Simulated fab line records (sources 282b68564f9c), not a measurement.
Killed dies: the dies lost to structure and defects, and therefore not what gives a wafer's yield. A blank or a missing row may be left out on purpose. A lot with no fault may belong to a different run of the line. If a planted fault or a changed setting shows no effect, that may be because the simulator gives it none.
Which tool was responsible? + flow rit cmos + Sampling: 14 lots, 42 wafers, 2 of 202 route steps

## WHAT EACH GAUGE READ, for each wafer
RIT_PWELL_TW_MEAS_10. Usual: PWELL_TW 950, standard deviation 9.8.
| lot  | measured    | on            | PWELL_TW    | flag |
|------|-------------|---------------|-------------|------|
| L451 | day 1 23:56 | film metro-01 | 936 939 938 |      |
| L452 | day 2 04:19 | film metro-03 | 951 956 952 |      |
| L453 | day 2 09:25 | film metro-04 | 961 962 961 |      |
| L454 | day 2 15:26 | film metro-04 | 965 963 960 |      |
| L457 | day 3 07:34 | film metro-01 | 939 931 933 |      |
| L460 | day 3 21:44 | film metro-03 | 946 950 951 |      |
| L462 | day 4 07:09 | film metro-04 | 963 963 961 |      |
| L463 | day 4 12:11 | film metro-04 | 962 957 963 |      |
| L465 | day 5 00:02 | film metro-03 | 945 949 946 |      |
| L468 | day 5 13:37 | film metro-03 | 951 950 949 |      |
| L470 | day 5 23:27 | film metro-03 | 943 943 948 |      |
| L471 | day 6 04:23 | film metro-01 | 941 941 940 |      |
| L472 | day 6 08:03 | film metro-03 | 943 944 946 |      |
| L474 | day 6 17:59 | film metro-03 | 944 952 953 |      |

RIT_WELLDRIVE_RS_MEAS_02: uses a four-point probe to measure. Usual: PWELL_RS 434.5 ohm/sq, standard deviation 1.4.
| lot  | measured    | on            | PWELL_RS (ohm/sq) | flag |
|------|-------------|---------------|-------------------|------|
| L451 | day 2 05:16 | film metro-03 | 433.6 434.4 433.2 |      |
| L452 | day 2 10:21 | film metro-03 | 432.5 434.4 433.4 |      |
| L453 | day 2 15:28 | film metro-03 | 435.7 433.9 433.6 |      |
| L454 | day 2 21:18 | film metro-04 | 435.2 435.6 435.9 |      |
| L457 | day 3 15:10 | film metro-01 | 433.4 435.3 433.4 |      |
| L460 | day 4 03:35 | film metro-01 | 434.3 434.1 432.6 |      |
| L462 | day 4 13:14 | film metro-03 | 433.0 434.2 433.3 |      |
| L463 | day 4 17:37 | film metro-01 | 434.6 435.4 435.1 |      |
| L465 | day 5 05:19 | film metro-01 | 435.0 435.6 435.4 |      |
| L468 | day 5 18:52 | film metro-04 | 435.0 436.1 434.1 |      |
| L470 | day 6 05:06 | film metro-01 | 434.6 433.6 433.4 |      |
| L471 | day 6 10:11 | film metro-01 | 432.9 434.0 433.5 |      |
| L472 | day 6 13:19 | film metro-03 | 437.5 436.4 437.0 |      |
| L474 | day 7 00:35 | film metro-03 | 434.8 435.2 433.6 |      |

## EACH LOT AND THE TOOL THAT RAN IT (in order: tool; ch and the chambers of the sampled wafers; start)
Before these readings, the record contains no process step.

## WHAT THE TOOLS THEMSELVES READ (means of the sampled wafers that have a number; where no wafer has one, the mark that the record gives instead)
The record holds no such reading with a usual standard deviation.

## THE ANSWER, worked out from the rows above alone
Rule: take the mean of a lot's wafers that have a number; if it is more than 3 standard deviations from the usual mean, the lot is off. A lot without any number at a reading at which 4 lots or more have one is off too. All remaining lots with rows at the step are treated as sound. Order of review: gauges by route order, followed by the tools' own readings, for which a lot's mean as printed above is used. The first step at which some lot is off is used, and at that step the reading that is off furthest; a lot without a number counts as furthest.
No lot is off at any reading shown: from this, nothing can be told.

## WHAT HAD BEEN PUT IN BY THE SIMULATOR
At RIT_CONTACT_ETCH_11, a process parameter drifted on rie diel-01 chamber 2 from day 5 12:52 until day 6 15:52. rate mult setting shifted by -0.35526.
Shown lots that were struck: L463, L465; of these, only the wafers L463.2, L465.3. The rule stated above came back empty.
